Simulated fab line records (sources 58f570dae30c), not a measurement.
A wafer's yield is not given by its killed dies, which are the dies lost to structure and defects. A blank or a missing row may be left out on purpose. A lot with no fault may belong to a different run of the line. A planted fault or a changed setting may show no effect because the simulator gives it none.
Shared-tool check    flow berkeleyCmos170    Sample size 14 lots and 42 wafers

THE REASON FOR OPENING IT
2 of 14 lots carry a flag on the reading NVT_TW at UCB170_NVT_TW_MEAS_09. Fault-free wafers read 528, with a standard deviation of 6.2.
Rule: a lot is flagged in two cases, either no wafer of it has a number, or all its wafers with numbers fall more than 4 standard deviations from that mean. The rest of the lots are taken to be sound.

lot   measured      on            NVT_TW, wafer by wafer  flag
L138  day 6 08:32   filmMetro-02  531 527 530             
L139  day 6 08:49   filmMetro-04  521 520 521             
L140  day 6 20:17   filmMetro-04  520 519 519             
L141  day 6 20:22   filmMetro-03  536 537 534             
L143  day 7 06:16   filmMetro-03  534 537 538             
L146  day 8 07:01   filmMetro-03  533 535 535             
L147  day 8 07:17   filmMetro-03  536 534 529             
L149  day 8 14:05   filmMetro-02  522 525 524             
L148  day 8 14:14   filmMetro-02  525 524 527             
L150  day 8 22:34   filmMetro-02  655 656 650             FLAGGED
L151  day 9 11:26   filmMetro-03  533 537 537             
L153  day 9 12:18   filmMetro-03  663 664 664             FLAGGED
L156  day 9 23:10   filmMetro-04  522 520 522             
L161  day 10 20:43  filmMetro-03  532 535 534             
On average the flagged lots' numbers are 659, which is +131 against the usual, or +21 standard deviations.

WHICH TOOL RAN EACH LOT
The record keeps 1 process step preceding the reading, out of 331 steps on the route. In each cell: the tool, then ch and the chambers that the sampled wafers went through, then the start.
lot   flag     UCB170_NVT_IMPLANT_07
L138           implanter-02 ch 0, day 6 08:17
L139           implanter-04 ch 0, day 6 08:35
L140           implanter-01 ch 0, day 6 20:05
L141           implanter-02 ch 0, day 6 20:09
L143           implanter-04 ch 0, day 7 06:01
L146           implanter-01 ch 0, day 8 06:46
L147           implanter-02 ch 0, day 8 07:02
L149           implanter-01 ch 0, day 8 13:50
L148           implanter-02 ch 0, day 8 14:01
L150  FLAGGED  implanter-01 ch 0, day 8 22:00
L151           implanter-02 ch 0, day 9 11:12
L153  FLAGGED  implanter-02 ch 0, day 9 11:44
L156           implanter-04 ch 0, day 9 22:55
L161           implanter-02 ch 0, day 10 20:28
What the steps here do:
- UCB170_NVT_IMPLANT_07
- UCB170_NVT_TW_MEAS_09

FLAGGED OVER TOTAL, TOOL BY TOOL (the gauges that took the reading come last)
step                   tool          lots run  flagged  share of the flagged lots  sound lots run after its first flagged lot
UCB170_NVT_IMPLANT_07  implanter-01  4         1        some                       0
UCB170_NVT_IMPLANT_07  implanter-02  7         1        some                       1 (L161)
UCB170_NVT_IMPLANT_07  implanter-04  3         0        none                       -
UCB170_NVT_TW_MEAS_09  filmMetro-02  4         1        some                       0
UCB170_NVT_TW_MEAS_09  filmMetro-03  7         1        some                       1 (L161)
UCB170_NVT_TW_MEAS_09  filmMetro-04  3         0        none                       -

THE TABLE: WHAT IT ALLOWS
No row of the table ran every flagged lot.

WHAT HAD BEEN PUT IN BY THE SIMULATOR
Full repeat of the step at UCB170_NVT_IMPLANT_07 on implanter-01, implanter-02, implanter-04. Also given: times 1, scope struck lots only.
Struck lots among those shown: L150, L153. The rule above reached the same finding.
